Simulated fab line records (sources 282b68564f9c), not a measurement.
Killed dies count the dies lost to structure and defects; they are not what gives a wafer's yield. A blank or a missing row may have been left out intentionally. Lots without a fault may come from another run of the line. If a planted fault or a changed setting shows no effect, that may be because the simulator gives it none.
8D (eight disciplines) problem report, filled in by code | flow ritCmos | the parts of the form that need people (team, actions taken, sign-off) are left out

## 1. PROBLEM STATEMENT
At RIT_ACTIVE_STRIP_14, chamberPressureMTorr averages 5999 mTorr over 9 wafers from 3 lots, while fault-free wafers read 4000 mTorr, standard deviation 3.9. So: +99 or more standard deviations from the usual mean.
The step: strips in O2, time 180 s.
First observed at day 4 23:44: wafer L603.4, on plasmaAsher-02. Wafers with a number at this step in the record: 45, from 15 lots. Rule for "out" (also "out of limits"): further than 4 standard deviations from the usual mean. The rest of the wafers with a number are treated as sound.

## 2. WHAT IT IS, WHAT IT ISN'T
question                    | is                     | is not
which readings at this step | chamberPressureMTorr   | drypumpMotorCurrentA
which lots                  | L603, L604, L608       | L587, L588, L589, L593, L594, L595, L596, L597, L598, L602, L606, L610
which wafers of those lots  | all that have a number | -
read on which tools         | plasmaAsher-02         | plasmaAsher-01, plasmaAsher-03
when                        | from day 4 23:44       | up to then (30 sound wafers); but 6 sound wafers of L606, L610 came after

## 3. THE SUSPECTS, EACH WITH WHAT RULES IT OUT
Counting: a tool at a process step up to the reading stays a suspect if it ran every lot that is out and no sound lot after the first of them.
- plasmaAsher-02 at RIT_ACTIVE_STRIP_14 (strips in O2, time 180 s): kept. All lots that are out passed through it, beginning with L603 at day 4 23:44, and no sound lot followed; its final sound lot before that point was L602 at day 4 18:46. Out on those wafers are its own readings of chamberPressureMTorr.
The count leaves plasmaAsher-02 at RIT_ACTIVE_STRIP_14.

## 4. THE CAUSE (what the simulator had put in)
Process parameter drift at RIT_ACTIVE_STRIP_14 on plasmaAsher-02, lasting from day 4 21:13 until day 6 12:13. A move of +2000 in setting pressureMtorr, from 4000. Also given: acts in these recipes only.
The count eliminated every tool but this one.

## 5. THE CHAIN OF EFFECTS, in route order
One row per reading whose mean, taken over the struck wafers that have a number, lies over 3 standard deviations from the usual. Only readings whose record carries a usual standard deviation are examined. hours: median over the lots of the time between each lot's start at the first step of this table that gives one and its start at this step. sigmas: the change, counted in usual standard deviations.
hours | step                | reading              | usual      | on struck wafers | change | sigmas
0     | RIT_ACTIVE_STRIP_14 | chamberPressureMTorr | 4000 mTorr | 5999             | +1999  | +99 or more
Process steps it contains:
- RIT_ACTIVE_STRIP_14: strips in O2, time 180 s.

## 6. HOW IT WOULD HAVE BEEN CAUGHT EARLIER
In this record the first reading out of limits was taken at day 4 23:44, 3 hours after the fault began at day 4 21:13.
